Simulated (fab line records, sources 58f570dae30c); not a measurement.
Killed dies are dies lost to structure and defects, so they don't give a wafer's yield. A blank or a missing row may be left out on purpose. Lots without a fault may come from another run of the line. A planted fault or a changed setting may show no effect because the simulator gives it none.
Chamber matching | flow berkeley_cmos170 | UCB170_NWELL_ETCH_13 on rie_diel-04: 4 sister chambers
The step etches Si3N4 in CH3F/Ar/O2, stops on SiO2, target depth 246.4 nm, time 151.2 s. 14 wafers are shown with their chamber, then 7 later ones without.

WAFERS WITH THEIR CHAMBER
wafer  | chamber | drypump_motor_current_A (A) | throttle_valve_pct (%) | oes_product_au (a.u.)
L940.2 | 3       | 5.0                         | 8.07                   | 0.942
L940.3 | 2       | 6.5                         | 7.95                   | 0.964
L940.5 | 3       | 5.0                         | 8.07                   | 0.949
L941.2 | 1       | 6.1                         | 8.11                   | 0.972
L941.3 | 3       | 5.0                         | 8.08                   | 0.946
L941.5 | 0       | 6.1                         | 7.94                   | 0.967
L947.1 | 0       | 6.1                         | 7.96                   | 0.968
L947.2 | 1       | 6.0                         | 8.09                   | 0.955
L947.3 | 3       | 4.9                         | 8.06                   | 0.946
L953.2 | 0       | 6.1                         | 7.97                   | 0.958
L953.3 | 1       | 6.0                         | 8.12                   | 0.962
L953.4 | 2       | 6.5                         | 7.96                   | 0.957
L957.1 | 1       | 6.1                         | 8.11                   | 0.968
L957.5 | 3       | 5.0                         | 8.06                   | 0.949

SIGNATURES (means of the wafers above)
reading                 | chamber 0 | chamber 1 | chamber 2 | chamber 3 | scatter within a chamber
drypump_motor_current_A | 6.100     | 6.050     | 6.500     | 4.980     | 0.0424
throttle_valve_pct      | 7.9567    | 8.1075    | 7.9550    | 8.0680    | 0.0113
oes_product_au          | 0.96433   | 0.96425   | 0.96050   | 0.94640   | 0.00532
Rule: a wafer's distance from a chamber is the root of the sum, over the readings, of the square of ((its reading less the chamber's mean) divided by the reading's scatter). The wafer belongs to the nearest chamber; if the next one is less than 2 further off, it can't be placed. The scatter: the root of (the sum of the squares of (reading less its chamber's mean) over the shown wafers, divided by (wafers less chambers)).

WAFERS WITHOUT THEIR CHAMBER
wafer  | drypump_motor_current_A (A) | throttle_valve_pct (%) | oes_product_au (a.u.)
L957.6 | 6.5                         | 7.96                   | 0.965
L958.1 | 4.9                         | 8.05                   | 0.934
L958.3 | 6.5                         | 7.97                   | 0.962
L958.6 | 6.0                         | 8.09                   | 0.952
L963.2 | 6.0                         | 8.09                   | 0.943
L963.3 | 6.5                         | 7.96                   | 0.966
L963.4 | 6.5                         | 7.96                   | 0.967

WHICH CHAMBER EACH WENT THROUGH
wafer  | from the rows above | in truth
L957.6 | 2                   | 2
L958.1 | 3                   | 3
L958.3 | 2                   | 2
L958.6 | 1                   | 1
L963.2 | 1                   | 1
L963.3 | 2                   | 2
L963.4 | 2                   | 2
Placed correctly: 7 of 7. Can't be placed from these rows: 0. Placed wrongly: 0.
